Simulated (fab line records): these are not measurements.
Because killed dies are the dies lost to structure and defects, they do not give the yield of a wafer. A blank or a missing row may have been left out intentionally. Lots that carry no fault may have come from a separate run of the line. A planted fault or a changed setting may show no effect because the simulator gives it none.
fab line records ; flow rit-cmos
record: lots: 14; wafers: 42; last-day: 8
route steps=202 shown PSD@144 M1@202
lots that met no fault: from a run of the same line without faults
start-h: the number of hours between the record's first day and the start of the first shown wafer of the lot ; wait-h: time in hours since the lot's previous step ; " as in the row above ; L1.1+2: several wafers, shown together as one row ; - no value present, or no start provided ; * or withheld: withheld ; < > ~ a bound
route shown NAME@n: names a module that has steps shown in the file, with the first one's number in the route ; usual: mean/standard deviation taken from wafers without a fault ; same: alike in all rows ; chamber/n: place in a boat ; sites: readings site by site ; _std_site: standard deviation across them ; _edge_site: the outer-site mean with the inner-site mean subtracted ; radius-mm: how far each site lies from the wafer's centre ; mask NAME#n: copy n ; behind: the tool/chamber that last shaped the wafer ; hold: reason for holding the lot/hours on hold/outcome of the hold ; device: the n, p or np transistor that did not switch ; end of line: the same wafers' tests at the end of the route ; a step without rows: its recipe alone ; killed: at the first sort, the dies lost to defects and structure; wafer yield is something else ; map: a wafer's dies, x killed, . not, _ none there
set.NAME: the setting the step ran with; set.NAME@STEP: the setting that earlier step ran with ; model.NAME: the simulator's own value behind a step, which no gauge read
steps of the route over a sample of lots; a table a step, a row a wafer
== steps ==
step: RIT_PSD_SOFTBAKE_02
recipe: resist: NOVOLAK; temp-c: 90; time-s: 60
usual: chill-plate-temp-C: 22.99/0.12; exhaust-pa: 45.1/0.78; heater-power-total-W: 34.56/0.052; plate-temp-C: 90.01/0.13
lot.wafer;tool;chamber;start-h;wait-h;chill-plate-temp-C;exhaust-pa;heater-power-total-W;plate-temp-C
L230.1;litho-track-02;0;52.37;0.1;23.04;45.6;34.52;90.15
L230.3;litho-track-02;0;52.37;0.1;23.00;45.1;34.54;90.01
L230.4;litho-track-02;0;52.37;0.1;23.19;44.2;34.51;89.95
L231.2;litho-track-03;0;56.80;0.1;23.02;45.9;34.53;89.91
L231.3;litho-track-03;0;56.80;0.1;22.97;45.1;34.54;89.91
L231.6;litho-track-03;0;56.80;0.1;23.14;46.2;34.49;89.97
L232.2;litho-track-01;0;62.13;0.1;23.14;44.9;34.40;90.12
L232.3;litho-track-01;0;62.13;0.1;22.98;45.1;34.59;90.38
L232.6;litho-track-01;0;62.13;0.1;23.02;46.3;34.60;90.21
L234.1;litho-track-01;0;75.82;0.1;22.86;43.8;34.55;90.06
L234.4;litho-track-01;0;75.82;0.1;22.74;45.9;34.62;89.85
L234.6;litho-track-01;0;75.82;0.1;22.79;45.6;34.58;89.93
L235.1;litho-track-02;0;78.24;0.1;22.85;45.2;34.46;89.79
L235.2;litho-track-02;0;78.24;0.1;22.98;45.3;34.60;90.09
L235.5;litho-track-02;0;78.24;0.1;22.85;45.5;34.49;89.80
L236.1;litho-track-02;0;84.20;0.1;23.04;45.6;34.49;89.80
L236.2;litho-track-02;0;84.20;0.1;22.99;45.0;34.56;89.94
L236.6;litho-track-02;0;84.20;0.1;23.05;45.1;34.62;90.13
L237.2;litho-track-01;0;88.02;0.1;23.15;44.3;34.56;89.91
L237.5;litho-track-01;0;88.02;0.1;23.04;45.3;34.64;90.02
L237.6;litho-track-01;0;88.02;0.1;23.20;43.7;34.48;90.09
L238.1;litho-track-02;0;90.31;0.1;23.11;44.2;34.61;89.87
L238.3;litho-track-02;0;90.31;0.1;23.13;44.7;34.61;89.86
L238.4;litho-track-02;0;90.31;0.1;23.12;43.5;34.57;89.70
L239.3;litho-track-01;0;99.66;0.1;23.08;44.8;34.60;89.80
L239.4;litho-track-01;0;99.66;0.1;23.16;46.8;34.55;89.84
L239.6;litho-track-01;0;99.66;0.1;22.99;45.0;34.64;90.01
L244.2;litho-track-03;0;132.33;0.1;22.91;45.1;34.52;89.84
L244.5;litho-track-03;0;132.33;0.1;22.99;45.3;34.57;89.95
L244.6;litho-track-03;0;132.33;0.1;23.04;43.5;34.59;90.12
L246.1;litho-track-01;0;148.25;0.1;22.96;44.4;37.09;94.35
L246.3;litho-track-01;0;148.25;0.1;22.76;44.6;37.08;94.70
L246.6;litho-track-01;0;148.25;0.1;23.00;44.2;37.06;94.83
L249.2;litho-track-01;0;163.96;0.1;22.96;44.4;37.00;94.55
L249.4;litho-track-01;0;163.96;0.1;22.95;45.3;37.03;94.71
L249.5;litho-track-01;0;163.96;0.1;22.98;44.9;36.92;94.69
L251.2;litho-track-02;0;176.04;0.1;22.85;45.2;34.57;90.00
L251.3;litho-track-02;0;176.04;0.1;22.86;45.2;34.49;89.90
L251.4;litho-track-02;0;176.04;0.1;23.02;44.7;34.50;89.87
L253.2;litho-track-03;0;181.75;0.1;22.91;45.0;34.56;90.16
L253.4;litho-track-03;0;181.75;0.1;23.05;46.8;34.59;90.05
L253.6;litho-track-03;0;181.75;0.1;23.10;46.0;34.56;90.05
step: RIT_M1_PROBE_99
usual: killed_at_M0_to_M3: 0.0/0.083; killed-at-contacts: 0.1/0.27; killed-at-front-end: 7/3.1; killed-dies: 7/3.2; killed-open: 3.8/2.1; killed-short: 3.6/2
same: gross-dies: 264; killed_at_M4_up: 0; killed-at-back-side: 0; killed-at-other: 0
lot.wafer;tool;chamber;start-h;wait-h;killed_at_M0_to_M3;killed-at-contacts;killed-at-front-end;killed-dies;killed-open;killed-short
L230.1;prober-01;-;61.42;0.1;0;0;8;8;3;5
L230.3;prober-01;-;61.52;0.2;0;0;1;1;1;0
L230.4;prober-01;-;61.57;0.2;0;0;5;5;2;3
L235.1;prober-02;-;87.36;0.1;0;0;8;8;3;5
L235.2;prober-02;-;87.41;0.1;0;0;10;10;2;8
L235.5;prober-02;-;87.56;0.2;0;0;7;7;2;5
L244.2;prober-01;-;141.59;0.1;0;0;7;7;5;2
L244.5;prober-01;-;141.74;0.2;0;0;3;3;1;2
L244.6;prober-01;-;141.79;0.2;0;0;10;10;8;2
killed by level:class
L230.1 REOX:geometric-particle:open=2 GATE:geometric-particle:short=2 FOX1:geometric-particle:short=1 SPACER:geometric-particle:short=1 SILICIDE:geometric-particle:open=1 SILICIDE:geometric-particle:short=1
L230.3 SILICIDE:geometric-particle:open=1
L230.4 SILICIDE:geometric-particle:short=2 FOX1:geometric-particle:open=1 FOX1:geometric-particle:short=1 REOX:geometric-particle:open=1
L235.1 FOX2:geometric-particle:short=2 SPACER:geometric-particle:open=2 FOX1:geometric-particle:open=1 FOX1:geometric-particle:short=1 GATE:geometric-particle:short=1 REOX:geometric-particle:short=1
L235.2 GATE:geometric-particle:short=3 FOX1:geometric-particle:short=2 FOX2:geometric-particle:short=2 FOX1:geometric-particle:open=1 FOX2:geometric-particle:open=1 REOX:geometric-particle:short=1
L235.5 FOX2:geometric-particle:short=3 FOX2:geometric-particle:open=1 GATE:geometric-particle:short=1 GATE:geometric-particle:open=1 SILICIDE:geometric-particle:short=1
L244.2 SPACER:geometric-particle:open=2 FOX1:geometric-particle:open=1 FOX1:geometric-particle:short=1 GATE:geometric-particle:short=1 GATE:geometric-particle:open=1 SILICIDE:geometric-particle:open=1
L244.5 GATE:geometric-particle:open=1 REOX:geometric-particle:short=1 SPACER:geometric-particle:short=1
L244.6 GATE:geometric-particle:open=6 SPACER:geometric-particle:open=2 GATE:geometric-particle:short=1 SILICIDE:geometric-particle:short=1
== key ==
first-sign: step: RIT_PSD_SOFTBAKE_02; reading: heater-power-total-W; direction: up; sigmas: 47; usual: 34.56; struck: 37.03
effect: step: RIT_PSD_SOFTBAKE_02; reading: plate-temp-C; direction: up; sigmas: 35; usual: *; struck: *
met-at RIT_PSD_SOFTBAKE_02
struck-lots L246,L249
tester-left-out L246,L249
onset-between 99.66 148.25
fault: kind: process-parameter-drift; tool: litho-track-01; chamber: -; onset-h: 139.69; steps: RIT_PSD_SOFTBAKE_02; channel: temp-c; offset: *; shape: step; end-h: 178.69; acts-in: *; stated: *
tester-left-out: of these lots the tester's yield and bins aren't shown, on N5 and GAA mostly nor the transistor test; their killed dies are dies lost to structure and defects alone, not to doping, threshold or leakage, so they don't give the yield
